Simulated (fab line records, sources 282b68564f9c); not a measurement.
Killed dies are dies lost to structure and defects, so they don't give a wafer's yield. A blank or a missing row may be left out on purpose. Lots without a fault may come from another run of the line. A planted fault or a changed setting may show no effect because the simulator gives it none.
fab line records | flow rit_cmos
record lots=6 wafers=18 last_day=7
route steps=202 shown M1@184
lots that met no fault: from a run of the same line without faults
start_h: hours from the record's first day to the start of the lot's first wafer shown | wait_h: hours since the lot's step before | " the same as in the row above | L1.1+2: a row that stands for several wafers | - no value, or no start given | * or withheld: withheld | < > ~ a bound
route shown NAME@n: a module of which the file shows steps, and the number in the route of the first | usual: mean/standard deviation of fault-free wafers | same: alike in all rows | chamber/n: place in a boat | sites: the reading at each site | _std_site: their standard deviation | _edge_site: outer sites' mean less inner sites' | radius_mm: how far each site lies from the wafer's centre | mask NAME#n: copy n | behind: the tool/chamber that last shaped the wafer | hold: why the lot was held/for how many hours/how that ended | device: the transistor (n, p or np) that didn't switch | end of line: the same wafers' tests at the end of the route | a step without rows: its recipe alone | killed: dies lost to structure and defects at the first sort, not the wafer's yield | map: a wafer's dies, x killed, . not, _ none there
set.NAME: the setting as run; set.NAME@STEP: as run at that earlier step | model.NAME: the simulator's own value behind a step, which no gauge read
lots at some steps of the route; a table a step, a row a wafer
services: from which hour (start_h, from the record's first day; less than 0 if before it) a tool's chamber was out of use, for how many hours, and why
## steps
# step RIT_M1_SPUTTER_00
# recipe material=Al target_thk_nm=400 power_w=2000 chamber_pressure_pa=0.4 gas=Ar time_s=500 substrate_temp_c=25
# usual throttle_valve_pct=30.4/1.3
# columns lot.wafer tool chamber start_h wait_h throttle_valve_pct
L559.1 pvd_sputter-01 - 74.72 0.0 31.8
L559.4 " - " " 31.0
L559.5 " - " " 28.7
L561.1 pvd_sputter-01 - 84.48 0.0 28.4
L561.3 " - " " 31.1
L561.5 " - " " 31.1
L572.1 pvd_sputter-02 - 135.74 0.0 29.1
L572.3 " - " " 30.4
L572.6 " - " " 29.8
L574.2 pvd_sputter-01 - 146.60 0.0 28.5
L574.4 " - " " 31.3
L574.6 " - " " 28.4
L578.1 pvd_sputter-04 - 168.99 0.0 27.4
L578.4 " - " " 29.6
L578.6 " - " " 29.6
L579.2 pvd_sputter-01 - 175.57 0.0 31.9
L579.4 " - " " 31.3
L579.5 " - " " 31.2
# step RIT_M1_RS_MEAS_01
# recipe thk_meas_gauge=four-point-probe reads=Al_of_M1_SPUTTER_00
# usual M1_AL_RS=0.0734/0.0007
# columns lot.wafer tool chamber start_h wait_h M1_AL_RS[ohm/sq]
L559.1 film_metro-01 - 75.02 0.1 0.0734
L559.4 " - " " 0.0717
L559.5 " - " " 0.0734
L561.1 film_metro-02 - 84.78 0.1 0.0736
L561.3 " - " " 0.0721
L561.5 " - " " 0.0725
L572.1 film_metro-02 - 136.03 0.1 0.0734
L572.3 " - " " 0.0741
L572.6 " - " " 0.0745
L574.2 film_metro-03 - 146.92 0.2 0.0747
L574.4 " - " " 0.0738
L574.6 " - " " 0.0734
L578.1 film_metro-02 - 169.29 0.1 0.0737
L578.4 " - " " 0.0739
L578.6 " - " " 0.0741
L579.2 film_metro-01 - 175.89 0.2 0.0735
L579.4 " - " " 0.0734
L579.5 " - " " 0.0729
# step RIT_M1_THK_MEAS_02
# recipe thk_meas_gauge=xrf reads=Al_of_M1_SPUTTER_00
# usual M1_AL_THK=397/4
# columns lot.wafer tool chamber start_h wait_h M1_AL_THK[nm]
L559.1 film_metro-01 - 75.14 0.1 396
L559.4 " - " " 408
L559.5 " - " " 399
L561.1 film_metro-02 - 84.90 0.1 397
L561.3 " - " " 406
L561.5 " - " " 401
L572.1 film_metro-02 - 136.15 0.1 397
L572.3 " - " " 395
L572.6 " - " " 391
L574.2 film_metro-03 - 147.03 0.1 389
L574.4 " - " " 394
L574.6 " - " " 396
L578.1 film_metro-02 - 169.41 0.1 399
L578.4 " - " " 399
L578.6 " - " " 397
L579.2 film_metro-01 - 176.00 0.1 398
L579.4 " - " " 396
L579.5 " - " " 401
# step RIT_M1_HMDS_03
# recipe prime_time_s=60 prime_temp_c=140
# step RIT_M1_COAT_04
# recipe resist=NOVOLAK spin_rpm=2000 resist_thk_nm=1300
# step RIT_M1_SOFTBAKE_05
# recipe resist=NOVOLAK temp_c=90 time_s=60
# step RIT_M1_EXPOSE_06
# recipe mask_id=M12 na=0.6 source_shape=conventional sigma_outer=0.5 target_cd_nm=2600 dose_mj=250
# step RIT_M1_PEB_07
# recipe resist=NOVOLAK temp_c=withheld time_s=withheld
# step RIT_M1_DEVELOP_08
# recipe resist=NOVOLAK develop_time_s=68 dev_temp_c=23
# step RIT_M1_CD_MEAS_09
# recipe target_cd_nm=2600
# usual cd_nm=2599.8/2.5
# columns lot.wafer tool chamber start_h wait_h cd_nm
L559.1 cd_sem-02 - 76.08 - 2598.0
L559.4 " - " " 2598.5
L559.5 " - " " 2598.1
L561.1 cd_sem-02 - 85.84 - 2600.5
L561.3 " - " " 2598.7
L561.5 " - " " 2599.4
L572.1 cd_sem-02 - 137.09 - 2600.8
L572.3 " - " " 2601.5
L572.6 " - " " 2602.3
L574.2 cd_sem-02 - 147.98 - 2601.0
L574.4 " - " " 2601.5
L574.6 " - " " 2602.9
L578.1 cd_sem-02 - 170.35 - 2601.0
L578.4 " - " " 2602.4
L578.6 " - " " 2600.1
L579.2 cd_sem-02 - 177.12 - 2602.3
L579.4 " - " " 2601.0
L579.5 " - " " 2600.5
# step RIT_M1_OVL_MEAS_10
# usual M1_OVL=0.6/1.4
# columns lot.wafer tool chamber start_h wait_h M1_OVL[nm]
L559.1 overlay-02 - 76.20 0.1 -1.1
L559.4 " - " " -1.3
L559.5 " - " " -1.4
L561.1 overlay-01 - 85.96 0.1 -1.0
L561.3 " - " " -1.3
L561.5 " - " " -2.0
L572.1 overlay-01 - 137.21 0.1 0.7
L572.3 " - " " 1.2
L572.6 " - " " 1.2
L574.2 overlay-02 - 148.08 0.1 1.8
L574.4 " - " " 0.5
L574.6 " - " " 2.5
L578.1 overlay-01 - 170.47 0.1 -0.5
L578.4 " - " " 0.5
L578.6 " - " " -2.5
L579.2 overlay-02 - 177.22 0.1 1.3
L579.4 " - " " 1.8
L579.5 " - " " -0.1
# step RIT_M1_HARDBAKE_11
# recipe resist=NOVOLAK temp_c=140 time_s=120
# step RIT_M1_METAL_ETCH_12
# recipe stop_on=SiO2 chemistry=Cl2/BCl3 target=Al time_s=165 over_etch_frac=0.5 pressure_mtorr=100 target_depth_a=6000 rf_w=250 Cl2_flow_sccm=60 bcl3_flow_sccm=50
# usual drypump_motor_current_A=5.8/0.46 oes_product_au=0.777/0.012 throttle_valve_pct=8.27/0.14
# same over_etch_frac=0.5
# columns lot.wafer tool chamber start_h wait_h drypump_motor_current_A oes_product_au rf_hours_counter_h throttle_valve_pct model.NOVOLAK_of_M1_COAT_04.thk_nm model.SiO2_of_CONTACT_CVD_00.thk_nm model.M1.feature_depth_nm
L559.1 rie_metal-04 1 76.48 0.2 5.9 0.768 1 8.51 816 357.2 431.8
L559.4 " 0 " " 6.1 0.811 - 8.22 800.9 361.1 443.4
L559.5 " 0 " " 6.1 0.795 - 8.22 799.3 359 433.2
L561.1 rie_metal-02 1 86.47 0.2 5.0 0.778 4 8.32 807 363.8 431.2
L561.3 " 1 " " 5.0 0.797 - 8.33 809 359.2 439.5
L561.5 " 0 " " 6.5 0.780 - 8.19 807.3 366.3 436.8
L572.1 rie_metal-04 1 137.50 0.2 6.0 0.768 2 8.49 715.2 354.6 444.1
L572.3 " 0 " " 6.1 0.793 - 8.23 807.1 372.1 430.1
L572.6 " 1 " " 6.0 0.760 - 8.49 710.4 366.7 438.2
L574.2 rie_metal-04 0 148.36 0.2 6.1 0.794 2 8.23 806.8 362.3 426.3
L574.4 " 1 " " 6.0 0.777 - 8.51 711.5 356.8 442.1
L574.6 " 1 " " 6.0 0.777 - 8.51 710.8 355.4 444.2
L578.1 rie_metal-02 1 170.75 0.2 4.9 0.780 6 8.34 814.7 363.6 431
L578.4 " 1 " " 5.0 0.773 - 8.31 815 370.3 429.7
L578.6 " 1 " " 5.0 0.774 - 8.35 815 365.5 428.5
L579.2 rie_metal-03 0 177.50 0.2 5.7 0.774 0 8.31 810.2 359.2 432.9
L579.4 " 0 " " 5.7 0.779 - 8.29 806.8 367.6 433.5
L579.5 " 0 " " 5.7 0.787 - 8.29 803.6 365.6 436.2
# step RIT_M1_STRIP_13
# recipe chemistry=nmp resist=NOVOLAK temp_c=80 time_s=600 dry=n2_spin
# step RIT_M1_PROBE_99
# usual defect_limited_yield=97.6/1 killed_at_contacts=0.1/0.31 killed_at_front_end=6.3/2.7 killed_dies=6.4/2.7 killed_open=3.3/2 killed_short=3/1.8 sort_bin_3_pad_short=0.1/0.18 sort_bin_5_function=1.5/0.78 sort_bin_6_memory=0.8/0.57 sort_n_pass=257.6/2.7 sort_yield_pct=97.6/1
# same gross_dies=264 killed_at_M0_to_M3=0 killed_at_M4_up=0 killed_at_back_side=0 killed_at_other=0
# columns lot.wafer tool chamber start_h wait_h defect_limited_yield[%] killed_at_contacts killed_at_front_end killed_dies killed_open killed_short sort_bin_3_pad_short[%] sort_bin_5_function[%] sort_bin_6_memory[%] sort_n_pass sort_yield_pct[%] model.etest.antenna_m1.vt_shift_v
L559.1 prober-02 - 78.91 0.1 97.3 0 7 7 5 2 0 1.5 1.1 257.0 97.3 -0.01115
L559.4 prober-02 - 79.06 0.2 98.1 0 5 5 4 1 0.4 0.8 0.8 259.0 98.1 -0.01208
L559.5 prober-02 - 79.11 0.2 98.5 0 4 4 1 3 0 1.1 0.4 260.0 98.5 -0.01283
L572.1 prober-02 - 139.75 0.1 97.7 0 6 6 4 2 0 1.5 0.8 258.0 97.7 -0.0159
L572.3 prober-02 - 139.85 0.2 96.6 0 9 9 6 3 0.4 1.9 1.1 255.0 96.6 -0.01452
L572.6 prober-02 - 140.00 0.2 97.3 0 7 7 4 3 0 2.3 0.4 257.0 97.3 -0.025
L574.2 prober-02 - 150.68 0.1 98.1 0 5 5 3 2 0.4 1.1 0.4 259.0 98.1 -0.01218
L574.4 prober-02 - 150.78 0.2 97.7 0 6 6 2 4 0 1.1 1.1 258.0 97.7 -0.02307
L574.6 prober-02 - 150.88 0.2 97.7 0 6 6 3 3 0 1.1 1.1 258.0 97.7 -0.01922
L579.2 prober-01 - 179.81 0.1 98.1 0 5 5 3 2 0 1.5 0.4 259.0 98.1 -0.007123
L579.4 prober-01 - 179.91 0.2 98.1 0 5 5 2 3 0 1.1 0.8 259.0 98.1 -0.01111
L579.5 prober-01 - 179.96 0.2 97.3 0 7 7 6 1 0 2.3 0.4 257.0 97.3 -0.01193
# killed by level:class
L559.1 REOX:geometric_particle:open=4 FOX1:geometric_particle:open=1 GATE:geometric_particle:short=1 REOX:geometric_particle:short=1
L559.4 REOX:geometric_particle:open=3 FOX1:geometric_particle:open=1 FOX2:geometric_particle:short=1
L559.5 REOX:geometric_particle:short=2 FOX1:geometric_particle:open=1 SILICIDE:geometric_particle:short=1
L572.1 FOX2:geometric_particle:open=1 GATE:geometric_particle:short=1 GATE:geometric_particle:open=1 SPACER:geometric_particle:open=1 SPACER:geometric_particle:short=1 SILICIDE:geometric_particle:open=1
L572.3 GATE:geometric_particle:short=3 FOX1:geometric_particle:open=2 GATE:geometric_particle:open=2 SPACER:geometric_particle:open=1 SILICIDE:geometric_particle:open=1
L572.6 FOX1:geometric_particle:open=2 GATE:geometric_particle:open=2 FOX2:geometric_particle:short=1 GATE:geometric_particle:short=1 SILICIDE:geometric_particle:short=1
L574.2 FOX1:geometric_particle:short=1 GATE:geometric_particle:open=1 REOX:geometric_particle:short=1 SPACER:geometric_particle:open=1 SILICIDE:geometric_particle:open=1
L574.4 REOX:geometric_particle:short=2 FOX1:geometric_particle:open=1 GATE:geometric_particle:open=1 SPACER:geometric_particle:short=1 SILICIDE:geometric_particle:short=1
L574.6 GATE:geometric_particle:short=2 FOX1:geometric_particle:open=1 GATE:geometric_particle:open=1 REOX:geometric_particle:short=1 SILICIDE:geometric_particle:open=1
L579.2 REOX:geometric_particle:open=2 REOX:geometric_particle:short=2 GATE:geometric_particle:open=1
L579.4 GATE:geometric_particle:short=3 SPACER:geometric_particle:open=1 SILICIDE:geometric_particle:open=1
L579.5 GATE:geometric_particle:open=4 SPACER:geometric_particle:open=2 FOX1:geometric_particle:short=1
## services
# columns tool chamber start_h hours kind
rie_metal-03 1 52.21 13.1 repair
pvd_sputter-04 - 62.21 2.7 repair
rie_metal-02 - 99.81 4.3 pm
pvd_sputter-01 - 129.01 3.0 repair
rie_metal-03 - 136.12 20.0 pm
rie_metal-03 0 136.12 20.0 vent_cycle
rie_metal-03 1 136.12 20.0 vent_cycle
pvd_sputter-04 - 147.69 5.4 repair
rie_metal-03 0 156.12 - clean
rie_metal-03 1 156.12 - clean
pvd_sputter-04 - 170.88 2.0 repair
## key
first_sign none at tools or gauges
model_effect step=RIT_M1_METAL_ETCH_12 value=NOVOLAK_of_M1_COAT_04.thk_nm without=818.8 struck=712
model_effect step=RIT_M1_PROBE_99 value=etest.antenna_m1.vt_shift_v without=-0.01095 struck=-0.0208
met_at RIT_M1_METAL_ETCH_12
struck_wafers L572.1,L572.6,L574.4,L574.6
onset_between 76.48 137.50
fault kind=process_parameter_drift tool=rie_metal-04 chamber=1 onset_h=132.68 steps=RIT_M1_METAL_ETCH_12 channel=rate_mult offset=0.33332 shape=step end_h=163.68
